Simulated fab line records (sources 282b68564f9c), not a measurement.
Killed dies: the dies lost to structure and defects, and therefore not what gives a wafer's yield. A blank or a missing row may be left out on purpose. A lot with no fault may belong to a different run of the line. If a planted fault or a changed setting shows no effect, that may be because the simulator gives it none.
Which tool was responsible? -- flow rit cmos -- 7 lots, 21 wafers sampled, at 3 steps of a route of 202

## WHAT THE GAUGES READ, wafer by wafer
RIT_M1_CD_MEAS_90 targets a cd of 2600 nm.
lot,measured,on,cd nm (nm)
L480,day 3 19:14,cd sem-02,2602.1 2602.9 2602.2
L484,day 4 16:12,cd sem-01,2598.1 2601.3 2600.8
L486,day 5 01:37,cd sem-01,2593.8 2596.1 2595.1
L488,day 5 11:37,cd sem-02,2595.8 2598.4 2595.9
L493,day 6 12:16,cd sem-01,2597.0 2598.5 2598.3
L499,day 8 19:35,cd sem-02,2585.0 2586.0 2587.5
L501,day 9 06:54,cd sem-01,2598.7 2595.3 2596.3

## WHICH TOOL RAN EACH LOT (tool, then ch and the chambers of the sampled wafers, then the start)
lot,RIT_PSD_STRIP_09,RIT_M1_METAL_ETCH_12
L480,"plasma asher-04 ch 0,1, day 3 12:39","rie metal-03 ch 0,1, day 3 18:43"
L484,"plasma asher-01 ch 0,1, day 4 09:43","rie metal-02 ch 0,1, day 4 15:40"
L486,"plasma asher-03 ch 0,1, day 4 18:53","rie metal-03 ch 0,1, day 5 01:06"
L488,"plasma asher-03 ch 0,1, day 5 05:10","rie metal-01 ch 0, day 5 11:05"
L493,"plasma asher-01 ch 0,1, day 6 06:07","rie metal-01 ch 0,1, day 6 11:45"
L499,"plasma asher-03 ch 0,1, day 8 13:16","rie metal-01 ch 0,1, day 8 19:05"
L501,"plasma asher-01 ch 0,1, day 9 00:01","rie metal-02 ch 0,1, day 9 06:22"
- RIT_PSD_STRIP_09: strips in O2, time 180 s.
- RIT_M1_METAL_ETCH_12: etches Al in Cl2/BCl3, stops on SiO2, time 165 s, target depth 600 nm.

## THE ANSWER, worked out from the rows above alone
Rule: the lots themselves supply what counts as usual. The widest of any qualifying gaps counts: lots, ordered by their means at a reading, are off when they make up no more than a third of the lots, leave a main group of 4 or more, and stand apart from it by 3 or more times the standard deviation of that group's means. If all means in a main group match to the digits the tables above print for the reading, that group is not used. A lot without any number at a reading at which 4 lots or more have one is off too. Any other lot the step has rows for is counted as sound.
Off at RIT_M1_CD_MEAS_90 (cd nm): L499. For the main group the mean is 2598.1 nm and the standard deviation 2.4.
A tool fits if, at a process step before that reading, it ran every lot that is off, and no sound lot after the first of them. Those tools and the gauges at RIT_M1_CD_MEAS_90 are tried in the same way. Can't be told from this: 3 tools fit, plasma asher-03 at RIT_PSD_STRIP_09, rie metal-01 at RIT_M1_METAL_ETCH_12, cd sem-02 at RIT_M1_CD_MEAS_90.

## WHAT HAD BEEN PUT IN BY THE SIMULATOR
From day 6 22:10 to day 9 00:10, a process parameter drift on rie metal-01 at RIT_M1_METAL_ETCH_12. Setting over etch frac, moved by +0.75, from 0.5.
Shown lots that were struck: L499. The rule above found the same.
